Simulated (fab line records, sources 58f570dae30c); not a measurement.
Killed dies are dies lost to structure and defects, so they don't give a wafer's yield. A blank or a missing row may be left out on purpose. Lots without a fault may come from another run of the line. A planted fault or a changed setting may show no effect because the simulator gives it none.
Chamber matching | flow berkeley_cmos170 | UCB170_NVT_CLEAN_10 on wet_bench-01: 4 sister chambers
The step cleans in SPM, time 600 s. 8 wafers are shown with their chamber, then 10 later ones without.

WAFERS WITH THEIR CHAMBER
wafer  | chamber | bath_guard_temp_C (C) | bath_heat_duty_pct (%)
L661.2 | 3       | 119.5                 | 15.3
L661.5 | 3       | 119.5                 | 14.3
L665.5 | 0       | 120.1                 | 14.8
L665.6 | 0       | 120.0                 | 14.5
L666.5 | 1       | 119.9                 | 14.5
L666.6 | 1       | 119.4                 | 14.0
L668.1 | 2       | 120.2                 | 17.0
L668.2 | 2       | 120.6                 | 17.3

WAFERS WITHOUT THEIR CHAMBER
wafer  | bath_guard_temp_C (C) | bath_heat_duty_pct (%)
L668.4 | 120.4                 | 16.6
L669.2 | 120.2                 | 14.2
L669.3 | 119.9                 | 14.2
L669.4 | 120.4                 | 13.9
L670.1 | 119.7                 | 14.1
L670.2 | 120.3                 | 14.8
L670.5 | 119.9                 | 14.1
L671.1 | 120.0                 | 14.5
L671.2 | 119.7                 | 12.3
L671.5 | 119.9                 | 14.1

WHICH CHAMBER EACH WENT THROUGH
wafer  | from the rows above          | in truth
L668.4 | 2                            | 2
L669.2 | can't be placed: 0 or 1      | 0
L669.3 | can't be placed: 1 or 0 or 3 | 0
L669.4 | can't be placed: 0 or 1      | 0
L670.1 | can't be placed: 1 or 3 or 0 | 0
L670.2 | can't be placed: 0 or 1      | 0
L670.5 | can't be placed: 1 or 0 or 3 | 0
L671.1 | can't be placed: 0 or 1 or 3 | 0
L671.2 | can't be placed: 1 or 0 or 3 | 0
L671.5 | can't be placed: 1 or 0 or 3 | 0
Placed correctly: 1 of 10. Can't be placed from these rows: 9 (the true chamber is among the candidates in 9). Placed wrongly: 0.
How it was worked out, from the rows above alone: a wafer's distance from a chamber is the root of the sum, over the readings, of the square of ((its reading less the chamber's mean) divided by the reading's scatter). The wafer belongs to the nearest chamber; if the next one is less than 2 further off, it can't be placed. A chamber's mean is the mean of its shown wafers. The scatter: the root of (the sum of the squares of (reading less its chamber's mean) over the shown wafers, divided by (wafers less chambers)).
